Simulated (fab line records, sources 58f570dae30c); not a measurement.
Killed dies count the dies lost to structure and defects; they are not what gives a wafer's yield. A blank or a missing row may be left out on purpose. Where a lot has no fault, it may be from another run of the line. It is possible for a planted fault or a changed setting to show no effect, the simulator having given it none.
A struck lot beside a sound one    flow berkeley cmos170    17 out of 331 route steps
Sound: the wafers L612.1, L612.2, L612.5. Struck: wafers L606.3, L606.4, L606.5. The cause is named last.
Per side, at each step with rows, come the tool, then ch with its chambers, and then its first start. Under that, the readings that differ: sound wafers    struck wafers    difference of the means    sigmas: that difference in standard deviations of wafers without a fault.
alike: readings with means less than 2 such deviations apart, plus words and numbers identical on both sides. not compared: withheld readings, readings lacking a value on some wafer, bounds such as >300 that could conceal the same value, and numbers that have no deviation in the record and whose values overlap.
The two part at a step that has a row with sigmas, a row that says differs or no value, or rows on one side only. Non-overlapping numbers with no deviation appear without sigmas and do not part them. Lack of a reading on every wafer of one side parts them only where that side has two or more wafers.

first, 1 step without rows for these wafers: UCB170_CONTACT_CLEAN_20 (cleans in SPM, time 600 s).
UCB170_M1_SPUTTER_00: material Al, target thk 600 nm, time 80 s.
  sound on pvd sputter-01 at day 10 11:09; struck on pvd sputter-02 at day 9 01:24
  alike: throttle valve pct
UCB170_M1_RS_MEAS_01: measurement is done with a four-point probe.
  sound on film metro-01 at day 10 11:13; struck on film metro-03 at day 9 01:30
  alike: M1_AL_RS
UCB170_M1_THK_MEAS_02: measures by xrf.
  sound on film metro-01 at day 10 11:20; struck on film metro-03 at day 9 01:36
  alike: M1_AL_THK
then, 6 steps without rows for these wafers: UCB170_M1_COAT_03; UCB170_M1_COAT_04 (resist thk 900 nm); UCB170_M1_SOFTBAKE_05 (time 60 s); UCB170_M1_EXPOSE_06 (exposes mask METAL1, target cd 700 nm); UCB170_M1_PEB_07; UCB170_M1_DEVELOP_08 (develop time 45 s).
UCB170_M1_CD_MEAS_09 targets a cd of 700 nm.
  sound on cd sem-02 at day 10 12:28; struck on cd sem-01 at day 9 03:09
  alike: cd nm
UCB170_M1_OVL_MEAS_10:
  sound on overlay-01 at day 10 12:35; struck on overlay-02 at day 9 03:15
  alike: M1_OVL
UCB170_M1_ETCH_11: etches BARC in N2/H2.
  sound on rie diel-03 ch 0,3, day 10 12:37; struck on rie diel-03 ch 0,1,2, day 9 03:16
  no value came back on the struck wafers for any of 5 readings (bias w (W), chamber pressure mTorr (mTorr) and others); on the sound wafers bias w (W) reads 99.94 100.42 100.10
UCB170_M1_METAL_ETCH_12: etches Al in Cl2/BCl3, stops on PSG, target depth 780 nm, time 130 s.
  sound on rie metal-01 ch 0,1, day 10 12:39; struck on rie metal-01 ch 0,1, day 9 03:22
reading                sound              struck             difference  sigmas
oes product au (a.u.)  0.867 0.853 0.861  0.377 0.374 0.388  -0.481      -34
  alike: bcl3 flow sccm, bias w, drypump motor current A, throttle valve pct
  not compared: rf hours counter h
UCB170_M1_STRIP_13: strips in O2.
  sound on plasma asher-03 ch 0,1, day 10 12:47; struck on plasma asher-03 ch 0,1, day 9 03:29
  alike: drypump motor current A, oes product au
  not compared: rf hours counter h
UCB170_M1_CD_MEAS_90 targets a cd of 700 nm.
  sound on cd sem-02 at day 10 12:53; struck on cd sem-01 at day 9 03:38
reading     sound              struck  difference                     sigmas
cd nm (nm)  699.9 698.2 699.7  - - -   no value on the struck wafers  
then, 1 step without rows for these wafers: UCB170_M1_ANNEAL_14 (time 1200 s).

## WHERE THEY PART
First at UCB170_M1_ETCH_11; last, within this record, at UCB170_M1_CD_MEAS_90.

WHY: whatever the simulator had introduced
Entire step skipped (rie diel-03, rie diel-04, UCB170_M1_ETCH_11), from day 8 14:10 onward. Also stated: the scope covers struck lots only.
